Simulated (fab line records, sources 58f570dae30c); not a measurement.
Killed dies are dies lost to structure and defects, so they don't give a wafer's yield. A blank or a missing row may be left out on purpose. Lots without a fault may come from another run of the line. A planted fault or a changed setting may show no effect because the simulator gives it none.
A struck lot beside a sound one | flow berkeley_cmos170 | 14 steps out of a route of 331
Sound: wafers L284.2, L284.3, L284.6. Struck: wafers L288.2, L288.5, L288.6. The cause comes at the end.
At each step with rows: each side's tool, then ch and its chambers, then its first start. Under that, the readings that differ: sound wafers | struck wafers | difference of the means | sigmas: that difference in standard deviations of wafers without a fault.
alike: readings whose means differ by less than 2 such deviations, and words and numbers that are the same on both sides. not compared: withheld readings, readings that some wafer has no value for, bounds like >300 that may hide the same value, and numbers for which the record gives no deviation and whose values overlap.
The two part at a step that has a row with sigmas, a row that says differs or no value, or rows on one side only. Numbers that don't overlap but have no deviation are shown without sigmas and don't part them. A reading that every wafer of one side lacks parts them only if that side has two wafers or more.

first, 1 step without rows for these wafers: UCB170_CONTACT_CLEAN_07 (cleans in SPM, time 600 s).
UCB170_CONTACT_RTA_08: time 10 s.
  sound on rtp_anneal-01 ch 0, day 9 05:17; struck on rtp_anneal-01 ch 0, day 9 05:26
  alike: lamp_power_pct, wafer_temp_C_max
then, 6 steps without rows for these wafers: UCB170_CONTACT_COAT_09; UCB170_CONTACT_COAT_10 (resist thk 900 nm); UCB170_CONTACT_SOFTBAKE_11 (time 60 s); UCB170_CONTACT_EXPOSE_12 (exposes mask CONT, target cd 700 nm); UCB170_CONTACT_PEB_13; UCB170_CONTACT_DEVELOP_14 (develop time 45 s).
UCB170_CONTACT_CD_MEAS_15: target cd 700 nm.
  sound on cd_sem-02, day 9 07:59; struck on cd_sem-02, day 9 08:57
  alike: cd_nm
UCB170_CONTACT_OVL_MEAS_16:
  sound on overlay-02, day 9 08:06; struck on overlay-01, day 9 09:04
  alike: CONTACT_OVL
UCB170_CONTACT_ETCH_17: etches BARC in N2/H2.
  sound on rie_diel-04 ch 0,1,3, day 9 08:08; struck on rie_diel-02 ch 1,2,3, day 9 09:05
  alike: drypump_motor_current_A, oes_product_au, throttle_valve_pct
UCB170_CONTACT_ETCH_18: etches PSG in CHF3/CF4/Ar, stops on TiSi2, target depth 840 nm, time 195 s.
  sound on rie_diel-04 ch 0,1,3; struck on rie_diel-02 ch 1,2,3
  alike: drypump_motor_current_A, oes_product_au, throttle_valve_pct
  not compared: rf_hours_counter_h
UCB170_CONTACT_STRIP_19: strips in O2.
  sound on plasma_asher-04 ch 0, day 9 08:17; struck on plasma_asher-03 ch 0,1, day 9 09:15
  no value came back on the struck wafers for chamber_pressure_mTorr (mTorr), drypump_motor_current_A (A), oes_product_au (a.u.); on the sound wafers chamber_pressure_mTorr (mTorr) reads 3497.1 3499.2 3502.4
  reading                                  | sound | struck            | difference | sigmas
  model.KrF_of_CONTACT_COAT_10.thk_nm (nm) | 0 0 0 | 694.8 692.1 691.6 | +692.8     |
  not compared: rf_hours_counter_h
UCB170_CONTACT_CD_MEAS_90: target cd 700 nm.
  sound on cd_sem-02, day 9 08:50; struck on cd_sem-02, day 9 09:55
  alike: cd_nm

WHERE THEY PART
Only at UCB170_CONTACT_STRIP_19, within this record. Later steps at which nothing parts them and some readings are alike: UCB170_CONTACT_CD_MEAS_90.

WHY: what the simulator had put in
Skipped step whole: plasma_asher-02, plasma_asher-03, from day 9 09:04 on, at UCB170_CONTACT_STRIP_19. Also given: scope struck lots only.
